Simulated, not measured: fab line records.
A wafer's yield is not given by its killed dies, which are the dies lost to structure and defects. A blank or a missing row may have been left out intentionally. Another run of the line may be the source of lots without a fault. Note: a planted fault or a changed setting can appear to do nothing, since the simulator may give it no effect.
Which tool was responsible? / flow berkeley-cmos170 / 7 lots, 21 wafers sampled, at 2 steps of a route of 331

== WHAT THE GAUGES SHOWED, per wafer ==
UCB170_PLDD_OVL_MEAS_07.
lot=L370; measured=day 8 01:20; on=overlay-01; PLDD_OVL (nm)=0 -8 -5
lot=L373; measured=day 8 23:49; on=overlay-02; PLDD_OVL (nm)=0 -2 -9
lot=L376; measured=day 9 18:06; on=overlay-02; PLDD_OVL (nm)=-7 -12 -1
lot=L377; measured=day 10 13:49; on=overlay-01; PLDD_OVL (nm)=0 -3 -1
lot=L380; measured=day 11 12:12; on=overlay-01; PLDD_OVL (nm)=-4 1 -8
lot=L382; measured=day 11 08:26; on=overlay-02; PLDD_OVL (nm)=5 2 1
lot=L388; measured=day 13 00:10; on=overlay-02; PLDD_OVL (nm)=318 312 308

== TOOL THAT RAN EACH LOT (tool first, then ch and the chambers of the sampled wafers, then the start) ==
lot=L370; UCB170_PLDD_EXPOSE_03=krf-scanner-01 ch 0, day 8 00:51
lot=L373; UCB170_PLDD_EXPOSE_03=krf-scanner-02 ch 0, day 8 22:56
lot=L376; UCB170_PLDD_EXPOSE_03=krf-scanner-01 ch 0, day 9 17:33
lot=L377; UCB170_PLDD_EXPOSE_03=krf-scanner-01 ch 0, day 10 12:50
lot=L380; UCB170_PLDD_EXPOSE_03=krf-scanner-01 ch 0, day 11 11:41
lot=L382; UCB170_PLDD_EXPOSE_03=krf-scanner-02 ch 0, day 11 07:55
lot=L388; UCB170_PLDD_EXPOSE_03=krf-scanner-01 ch 0, day 12 23:13
- UCB170_PLDD_EXPOSE_03: exposes mask PSELECT, target cd 1200 nm.

== THE ANSWER, worked out from the rows above alone ==
Rule: the usual values come from the lots themselves. The widest of any qualifying gaps counts: lots, ordered by their means at a reading, are off when they make up no more than a third of the lots, leave a main group of 4 or more, and stand apart from it by 3 or more times the standard deviation of that group's means. The tables above print the reading to a certain number of digits; a main group whose means all agree to those digits is not used. Also off: a lot with no number at a reading for which 4 or more lots have one. Any other lot the step has rows for is counted as sound.
Off: L388, seen at UCB170_PLDD_OVL_MEAS_07 (PLDD_OVL). The main group: mean -3 nm, standard deviation 2.9.
A tool fits if, at a process step before that reading, it ran every lot that is off, and no sound lot after the first of them. Gauges at UCB170_PLDD_OVL_MEAS_07: tried the same way as those tools. 2 tools fit, krf-scanner-01 at UCB170_PLDD_EXPOSE_03 and overlay-02 at UCB170_PLDD_OVL_MEAS_07, so this cannot tell which one it is.

== WHAT HAD BEEN PUT IN BY THE SIMULATOR ==
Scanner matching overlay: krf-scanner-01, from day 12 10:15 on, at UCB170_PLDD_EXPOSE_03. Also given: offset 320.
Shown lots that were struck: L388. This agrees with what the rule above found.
